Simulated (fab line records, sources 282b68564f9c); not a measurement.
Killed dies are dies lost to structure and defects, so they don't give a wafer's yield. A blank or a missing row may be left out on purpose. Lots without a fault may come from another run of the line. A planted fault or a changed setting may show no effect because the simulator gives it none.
Which tool did it? | flow rit_cmos | 13 lots, 39 wafers sampled, at 2 steps of a route of 202

WHAT THE GAUGES READ, wafer by wafer
The record holds no reading of a measuring or inspecting step that can be judged against a usual standard deviation.

WHICH TOOL RAN EACH LOT (tool, then ch and the chambers of the sampled wafers, then the start)
lot  | RIT_ACTIVE_STRIP_14                 | RIT_M1_PROBE_99
L627 | plasma_asher-01 ch 0,1, day 1 15:45 | -
L628 | plasma_asher-02 ch 0,1, day 1 19:54 | -
L629 | plasma_asher-03 ch 0,1, day 2 01:23 | -
L630 | plasma_asher-02 ch 0, day 2 05:50   | -
L631 | plasma_asher-02 ch 0,1, day 2 10:58 | -
L632 | plasma_asher-02 ch 0,1, day 2 15:50 | -
L633 | plasma_asher-01 ch 0,1, day 2 20:54 | -
L634 | plasma_asher-03 ch 0,1, day 3 01:50 | -
L638 | plasma_asher-03 ch 0,1, day 3 21:58 | prober-02, day 5 16:45
L639 | plasma_asher-03 ch 0,1, day 4 02:59 | prober-01, day 5 23:16
L640 | plasma_asher-02 ch 0,1, day 4 07:58 | -
L641 | plasma_asher-01 ch 0,1, day 4 12:50 | -
L643 | plasma_asher-01 ch 0,1, day 4 23:46 | -
- RIT_ACTIVE_STRIP_14: strips in O2, time 180 s.
- RIT_M1_PROBE_99

WHAT THE TOOLS THEMSELVES READ (means of the sampled wafers that have a number; where no wafer has one, the mark that the record gives instead)
RIT_ACTIVE_STRIP_14.
lot  | tool            | chamber_pressure_mTorr (mTorr) | drypump_motor_current_A (A)
L627 | plasma_asher-01 | 4002                           | 5.87
L628 | plasma_asher-02 | 3999                           | 6.02
L629 | plasma_asher-03 | 4000                           | 5.87
L630 | plasma_asher-02 | 4002                           | 5.98
L631 | plasma_asher-02 | 4002                           | 6.01
L632 | plasma_asher-02 | 4003                           | 5.97
L633 | plasma_asher-01 | 3998                           | 5.85
L634 | plasma_asher-03 | 4004                           | 5.86
L638 | plasma_asher-03 | 4664                           | 5.87
L639 | plasma_asher-03 | 4667                           | 5.87
L640 | plasma_asher-02 | 3997                           | 6.00
L641 | plasma_asher-01 | 3999                           | 5.56
L643 | plasma_asher-01 | 4001                           | 5.87

RIT_M1_PROBE_99.
lot  | tool      | killed_at_M0_to_M3 | killed_at_contacts | killed_at_front_end | killed_dies | killed_open | killed_short
L638 | prober-02 | 0.0                | 0.7                | 6.0                 | 6.7         | 4.0         | 2.0
L639 | prober-01 | 0.0                | 0.0                | 5.7                 | 5.7         | 2.3         | 3.3

THE ANSWER, worked out from the rows above alone
Rule: what is usual is taken from the lots themselves. Put in order of their means at a reading, lots are off if they are a third of the lots or fewer, leave a main group of 4 or more, and stand apart from it by a gap of 3 or more times the standard deviation of the main group's means; of several such gaps the widest counts. A main group whose means are all the same, to the digits that the tables above print for the reading, isn't used. A lot without any number at a reading at which 4 lots or more have one is off too. The other lots that the step has rows for count as sound. The gauges are gone through in route order, then the tools' own readings, and for those a lot's mean is taken as printed above. The first step at which some lot is off is used, and at that step the reading that is off furthest; a lot without a number counts as furthest.
Off: L638, L639, at RIT_ACTIVE_STRIP_14 (chamber_pressure_mTorr). The main group: mean 4001 mTorr, standard deviation 2.1.
A tool fits if, at that step or a process step before it, it ran every lot that is off, and no sound lot after the first of them. One fits: plasma_asher-03 at RIT_ACTIVE_STRIP_14. Its last sound lot is L634 (day 3 01:50), its first lot that is off L638 (day 3 21:58): a fault that began between those two fits.
The tool's own readings at RIT_ACTIVE_STRIP_14 bear it out: on the lots that are off they differ by more than 5 times the standard deviation of the sound lots' means. chamber_pressure_mTorr reads 4666 mTorr there against 4001 mTorr on the sound lots.

WHAT THE SIMULATOR HAD PUT IN
Process parameter drift: plasma_asher-03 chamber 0, from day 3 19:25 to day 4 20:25, at RIT_ACTIVE_STRIP_14. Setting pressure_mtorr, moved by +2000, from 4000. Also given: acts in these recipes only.
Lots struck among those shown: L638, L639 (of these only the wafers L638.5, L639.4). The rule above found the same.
